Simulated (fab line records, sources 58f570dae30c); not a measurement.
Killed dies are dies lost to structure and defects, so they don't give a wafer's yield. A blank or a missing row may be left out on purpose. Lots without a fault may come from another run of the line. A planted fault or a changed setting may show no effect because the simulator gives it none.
A struck lot beside a sound one | flow berkeley_cmos170 | 16 steps out of a route of 331
Sound: wafers L601.1, L601.2, L601.4. Struck: wafers L603.1, L603.3, L603.4. The cause comes at the end.
At each step with rows: each side's tool, then ch and its chambers, then its first start. Under that, the readings that differ: sound wafers | struck wafers | difference of the means | sigmas: that difference in standard deviations of wafers without a fault.
alike: readings whose means differ by less than 2 such deviations, and words and numbers that are the same on both sides. not compared: withheld readings, readings that some wafer has no value for, bounds like >300 that may hide the same value, and numbers for which the record gives no deviation and whose values overlap.
The two part at a step that has a row with sigmas, a row that says differs or no value, or rows on one side only. Numbers that don't overlap but have no deviation are shown without sigmas and don't part them. A reading that every wafer of one side lacks parts them only if that side has two wafers or more.

UCB170_M1_SPUTTER_00: material Al, target thk 600 nm, time 80 s.
  sound on pvd_sputter-04, day 9 18:26; struck on pvd_sputter-04, day 10 10:55
  alike: throttle_valve_pct
UCB170_M1_RS_MEAS_01: measures by four-point-probe.
  sound on film_metro-04, day 9 18:30; struck on film_metro-04, day 10 10:58
  reading           | sound                | struck               | difference | sigmas
  M1_AL_RS (ohm/sq) | 0.0478 0.0477 0.0478 | 0.0487 0.0487 0.0488 | +0.0010    | +2
UCB170_M1_THK_MEAS_02: measures by xrf.
  sound on film_metro-04, day 9 18:37; struck on film_metro-04, day 10 11:05
  reading        | sound       | struck      | difference | sigmas
  M1_AL_THK (nm) | 594 592 589 | 581 582 577 | -12        | -2
then, 6 steps without rows for these wafers: UCB170_M1_COAT_03; UCB170_M1_COAT_04 (resist thk 900 nm); UCB170_M1_SOFTBAKE_05 (time 60 s); UCB170_M1_EXPOSE_06 (exposes mask METAL1, target cd 700 nm); UCB170_M1_PEB_07; UCB170_M1_DEVELOP_08 (develop time 45 s).
UCB170_M1_CD_MEAS_09: target cd 700 nm.
  sound on cd_sem-01, day 9 19:41; struck on cd_sem-02, day 10 12:50
  alike: cd_nm
UCB170_M1_OVL_MEAS_10:
  sound on overlay-02, day 9 19:49; struck on overlay-02, day 10 12:58
  alike: M1_OVL
UCB170_M1_ETCH_11: etches BARC in N2/H2.
  sound on rie_diel-03 ch 0,1,2, day 9 19:51; struck on rie_diel-01 ch 0,1,3, day 10 13:00
  alike: bias_w, chamber_pressure_mTorr, drypump_motor_current_A, oes_product_au, throttle_valve_pct
UCB170_M1_METAL_ETCH_12: etches Al in Cl2/BCl3, stops on PSG, target depth 780 nm, time 130 s.
  sound on rie_metal-04 ch 0,1, day 9 19:53; struck on rie_metal-04 ch 0,1, day 10 13:02
  no value came back on the struck wafers for any of 6 readings (bcl3_flow_sccm (sccm), bias_w (W) and others); on the sound wafers bcl3_flow_sccm (sccm) reads 44.78 44.83 44.93
  reading                                 | sound             | struck            | difference | sigmas
  model.KrF_of_M1_COAT_04.thk_nm (nm)     | 431.3 433.1 435.8 | 883.2 885.1 884.1 | +450.7     |
  model.PSG_of_CONTACT_CVD_01.thk_nm (nm) | 673.5 670 665.1   | 715.5 714.9 712.3 | +44.7      |
  not compared: rf_hours_counter_h
UCB170_M1_STRIP_13: strips in O2.
  sound on plasma_asher-03 ch 0,1, day 9 20:02; struck on plasma_asher-02 ch 0,1, day 10 13:10
  alike: chamber_pressure_mTorr, drypump_motor_current_A, o2_flow_sccm, oes_product_au
  not compared: rf_hours_counter_h
UCB170_M1_CD_MEAS_90: target cd 700 nm.
  sound on cd_sem-02, day 9 20:08; struck on cd_sem-01, day 10 13:17
  reading    | sound             | struck | difference                    | sigmas
  cd_nm (nm) | 699.1 700.6 702.0 | - - -  | no value on the struck wafers |
then, 1 step without rows for these wafers: UCB170_M1_ANNEAL_14 (time 1200 s).

WHERE THEY PART
First at UCB170_M1_RS_MEAS_01; last, within this record, at UCB170_M1_CD_MEAS_90.

WHY: what the simulator had put in
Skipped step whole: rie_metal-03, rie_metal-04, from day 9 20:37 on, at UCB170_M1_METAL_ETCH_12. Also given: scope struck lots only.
